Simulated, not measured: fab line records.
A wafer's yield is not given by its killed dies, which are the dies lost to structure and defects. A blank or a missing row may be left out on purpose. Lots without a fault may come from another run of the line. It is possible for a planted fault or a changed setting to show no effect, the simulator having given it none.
Problem report in the 8D (eight disciplines) form, filled by code || flow rit-cmos || the parts of the form that need people (team, actions taken, sign-off) are left out

## 1. WHAT WENT WRONG
Wafers without a fault read 652.9, standard deviation 0.96; wafer_temp_C_max at RIT_SILICIDE_RTA_04 reads a mean of 646.8 on 6 wafers belonging to 2 lots. Measured from the usual mean, that is -6.4 standard deviations.
The step: time 10 s, ramp up 5 s, ramp down 5 s.
Seen first at day 6 09:53 on rtp-anneal-02, wafer L824.1. The record has a number at this step for 42 wafers belonging to 14 lots. By rule, "out" or "out of limits" means more than 4 standard deviations away from the usual mean. The rest of the wafers with a number are treated as sound.

## 2. WHAT IT IS; WHAT IT IS NOT
{"question": "which readings at this step", "is": "wafer_temp_C_max", "is not": "-"}
{"question": "which lots", "is": "L824, L826", "is not": "L810, L811, L812, L814, L815, L816, L817, L818, L820, L825, L827, L830"}
{"question": "which wafers of those lots", "is": "all that have a number", "is not": "-"}
{"question": "read on which tools", "is": "rtp-anneal-02", "is not": "rtp-anneal-01"}
{"question": "when", "is": "from day 6 09:53", "is not": "up to then (27 sound wafers); but 9 sound wafers of L825, L827, L830 came after"}

## 3. SUSPECTS, AND WHAT RULES EACH OUT
Counting: a tool stays on the suspect list if, at a process step up to the reading, it processed all lots that are out and no sound lot following the first of them.
- rtp-anneal-02 at RIT_SILICIDE_RTA_04 (time 10 s, ramp up 5 s, ramp down 5 s): kept. It processed each lot that is out, first L824 at day 6 09:53, and no sound lot thereafter; up to then, the last sound lot it processed was L820 at day 5 17:07. On those wafers its own readings are out: wafer_temp_C_max.
Remaining after the count: rtp-anneal-02 at RIT_SILICIDE_RTA_04.

## 4. THE CAUSE (what the simulator had put in)
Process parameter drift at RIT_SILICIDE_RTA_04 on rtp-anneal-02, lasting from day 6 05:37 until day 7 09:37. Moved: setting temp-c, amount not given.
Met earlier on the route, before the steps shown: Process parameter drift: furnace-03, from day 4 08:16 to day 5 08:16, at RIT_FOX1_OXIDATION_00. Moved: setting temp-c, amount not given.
Counting left only this tool.

## 5. THE CHAIN OF EFFECTS, in route order
Rows list readings where the struck wafers' mean (over those with a number) sits beyond 3 standard deviations from the usual. Readings are gone through only where the record gives a usual standard deviation; hours: the median, over the lots, of the time from a lot's start at the first step in this table giving one to that lot's start at this step; sigmas: the change measured in usual standard deviations.
{"hours": 0, "step": "RIT_SILICIDE_RTA_04", "reading": "wafer_temp_C_max", "usual": 652.9, "on struck wafers": 646.8, "change": -6.1, "sigmas": -6.4}
It contains these process steps:
- RIT_SILICIDE_RTA_04: time 10 s, ramp up 5 s, ramp down 5 s.

## 6. HOW IT WOULD HAVE BEEN CAUGHT EARLIER
First out-of-limits reading in this record: day 6 09:53, which is 4 hours after fault onset at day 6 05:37.
